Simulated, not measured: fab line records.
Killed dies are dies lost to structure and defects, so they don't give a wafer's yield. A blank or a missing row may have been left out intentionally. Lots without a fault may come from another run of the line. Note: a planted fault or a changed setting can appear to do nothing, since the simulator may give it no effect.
A lot that was struck, set against a sound lot || flow ritCmos || 28 out of 202 route steps
Sound: these wafers, L610.2, L610.3, L610.5. The struck wafers were L622.1, L622.2, L622.6. At the end, the cause is stated.
Order at every step that has rows: each side's tool, ch and its chambers, its first start. Under that, the readings that differ: sound wafers || struck wafers || difference of the means || sigmas: that difference in standard deviations of wafers without a fault.
alike: same words and numbers on both sides, and readings whose means sit less than 2 such deviations apart. not compared: any withheld reading, any reading some wafer has no value for, any bound like >300 that may hide the same value, and any number with overlapping values for which the record gives no deviation.
Wherever a step has rows on one side only, a row that says differs or no value, or a row with sigmas, the two part there. When numbers do not overlap yet have no deviation, they are printed without sigmas and do not part them. A reading missing from all wafers of one side parts the sides only when that side holds two or more wafers.

RIT_ACTIVE_BOW_MEAS_00:
  sound on filmMetro-02 at day 2 06:01; struck on filmMetro-02 at day 4 18:00
  alike: INCOMING_BOW
RIT_ACTIVE_OXIDATION_01: target thk 46.8 nm, ox time 3513 s.
  sound on furnace-02 ch 0, day 2 06:07; struck on furnace-02 ch 0, day 4 18:07
{"reading": "spikeTcCentreC (C)", "sound": "1001.6 1002.4 1001.8", "struck": "976.7 975.4 975.9", "difference": -25.9, "sigmas": -17}
{"reading": "spikeTcLoadC (C)", "sound": "1025.1 1024.0 1024.8", "struck": "999.9 999.4 1000.2", "difference": -24.8, "sigmas": -18}
{"reading": "spikeTcSourceC (C)", "sound": "1025.4 1025.4 1026.2", "struck": "1001.2 998.6 1000.2", "difference": -25.7, "sigmas": -20}
{"reading": "tubeCenterTempC (C)", "sound": "999.87 999.99 999.9", "struck": "975.11 974.9 974.91", "difference": -24.95, "sigmas": "-99 or more"}
{"reading": "tube_center_temp_C_max", "sound": "1001.9 1003.1 1002.2", "struck": "977.6 977.1 977.1", "difference": -25.1, "sigmas": -61}
{"reading": "zonePowerSourcePct (%)", "sound": "30.2 30.3 30.6", "struck": "28.5 28.9 28.5", "difference": -1.7, "sigmas": -4}
{"reading": "model.SiO2_of_ACTIVE_OXIDATION_01.thkNm (nm)", "sound": "47.33 48.27 47.8", "struck": "38.49 37.75 37.47", "difference": -9.90, "sigmas": ""}
RIT_ACTIVE_THK_MEAS_02:
  sound on filmMetro-01 at day 2 08:04; struck on filmMetro-01 at day 4 20:03
{"reading": "ACTIVE_OXIDE_THK (nm)", "sound": "47.3 48.3 47.8", "struck": "38.4 37.7 37.5", "difference": -9.9, "sigmas": -11}
then, 1 step without rows for these wafers: RIT_ACTIVE_CVD_03 (deposits Si3N4 from SiH2Cl2/NH3, target thk 150 nm, time 1500 s).
RIT_ACTIVE_THK_MEAS_04:
  sound on filmMetro-02 at day 2 09:32; struck on filmMetro-03 at day 4 22:06
  alike: ACTIVE_NITRIDE_THK
then, 6 steps without rows for these wafers: RIT_ACTIVE_HMDS_05 (prime time 60 s); RIT_ACTIVE_COAT_06 (resist thk 1020 nm); RIT_ACTIVE_SOFTBAKE_07 (time 60 s); RIT_ACTIVE_EXPOSE_08 (exposes mask M1, target cd 1400 nm); RIT_ACTIVE_PEB_09; RIT_ACTIVE_DEVELOP_10 (develop time 50 s).
RIT_ACTIVE_CD_MEAS_11: target cd 1400 nm.
  sound on cdSem-01 at day 2 10:34; struck on cdSem-02 at day 4 23:08
  alike: cdNm
then, 1 step without rows for these wafers: RIT_ACTIVE_HARDBAKE_12 (time 60 s).
RIT_ACTIVE_ETCH_13: etches Si3N4 in SF6, stops on SiO2, time 210 s, target depth 210 nm.
  sound on rieDiel-04 ch 0,1,2, day 2 10:49; struck on rieDiel-01 ch 2,3, day 4 23:24
  alike: drypumpMotorCurrentA, oesProductAu, throttleValvePct
  not compared: rfHoursCounterH
RIT_ACTIVE_STRIP_14: strips in O2, time 180 s.
  sound on plasmaAsher-01 ch 0, day 2 10:58; struck on plasmaAsher-02 ch 0,1, day 4 23:32
  alike: drypumpMotorCurrentA, o2FlowSccm
  not compared: rfHoursCounterH
RIT_ACTIVE_CD_MEAS_90: target cd 1400 nm.
  sound on cdSem-02 at day 2 11:09; struck on cdSem-01 at day 4 23:43
  alike: cdNm
then, 4 steps without rows for these wafers: RIT_ACTIVE_CLEAN_15 (cleans in SC1, time 600 s); RIT_ACTIVE_CLEAN_16 (cleans in dHF, time 30 s); RIT_ACTIVE_CLEAN_17 (cleans in SC2, time 600 s); RIT_FOX1_OXIDATION_00 (target thk 350.7 nm, ox time 1130 s).
RIT_FOX1_THK_MEAS_01:
  sound on filmMetro-04 at day 2 13:29; struck on filmMetro-04 at day 5 01:32
  alike: FOX1_OXIDE_THK
then, 2 steps without rows for these wafers: RIT_FOX1_WET_ETCH_02 (etches SiO2 in BOE, target depth 350 nm, time 390 s); RIT_FOX2_OXIDATION_00 (target thk 350.7 nm, ox time 1130 s).
RIT_FOX2_THK_MEAS_01:
  sound on filmMetro-04 at day 2 14:59; struck on filmMetro-04 at day 5 03:51
  alike: FOX2_OXIDE_THK
then, 1 step without rows for these wafers: RIT_FOX2_CLEAN_02 (cleans in dHF, time 180 s).
RIT_FOX2_WET_ETCH_03: etches Si3N4 in H3PO4, target depth 195 nm, time 2700 s.
  sound on wetBench-01 ch 3, day 2 15:05; struck on wetBench-03 ch 3, day 5 03:58
{"reading": "bathGuardTempC (C)", "sound": "163.8 163.8 163.8", "struck": "165.7 165.4 165.3", "difference": "+1.7", "sigmas": "+3"}
{"reading": "model.SiO2_of_ACTIVE_OXIDATION_01.thkNm (nm)", "sound": "42.18 43 42.58", "struck": "32.74 33.4 33.19", "difference": -9.48, "sigmas": ""}
RIT_FOX2_THK_MEAS_90:
  sound on filmMetro-03 at day 2 15:51; struck on filmMetro-01 at day 5 04:43
  alike: FIELD_OXIDE_LEFT_1_THK
RIT_M1_PROBE_99:
  sound on prober-01 at day 4 08:41; struck on prober-01 at day 6 22:17
{"reading": "model.etest.pldd.widthNm (nm)", "sound": "3162 3165 3155", "struck": "3244 3244 3264", "difference": "+90", "sigmas": ""}
{"reading": "model.etest.nldd.widthNm (nm)", "sound": "3151 3157 3166", "struck": "3239 3240 3260", "difference": "+88", "sigmas": ""}
{"reading": "model.etest.pplusSal.widthNm (nm)", "sound": "3441 3431 3463", "struck": "3466 3485 3474", "difference": "+30", "sigmas": ""}
{"reading": "model.etest.nplusSal.widthNm (nm)", "sound": "3440 3418 3438", "struck": "3466 3479 3498", "difference": "+49", "sigmas": ""}
{"reading": "model.etest.nmosNarrow.driveUaUm", "sound": "222.6 219.1 218.6", "struck": "253.1 254.6 252.1", "difference": "+33.2", "sigmas": ""}
{"reading": "model.etest.pmosNarrow.driveUaUm", "sound": "101.2 97.88 98.27", "struck": "107.7 108.7 108.4", "difference": "+9.2", "sigmas": ""}
{"reading": "model.etest.nmos_0p3.driveUaUm", "sound": "224.8 221.5 220.9", "struck": "241.7 240.1 236.9", "difference": "+17.2", "sigmas": ""}
{"reading": "model.etest.isoNwellNwell.bvV (V)", "sound": "22.12 21.89 22.33", "struck": "21.28 21.06 21.53", "difference": -0.82, "sigmas": ""}
  alike: killedAtContacts, killedAtFrontEnd, killedDies, killedOpen, killedShort

## WHERE THEY PART
Earliest at RIT_ACTIVE_OXIDATION_01; latest, in this record, at RIT_FOX2_WET_ETCH_03. Later steps at which nothing parts them and some readings are alike: RIT_FOX2_THK_MEAS_90, RIT_M1_PROBE_99.

WHY: whatever the simulator had introduced
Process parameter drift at RIT_ACTIVE_OXIDATION_01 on furnace-02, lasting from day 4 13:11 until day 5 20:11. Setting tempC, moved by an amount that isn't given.
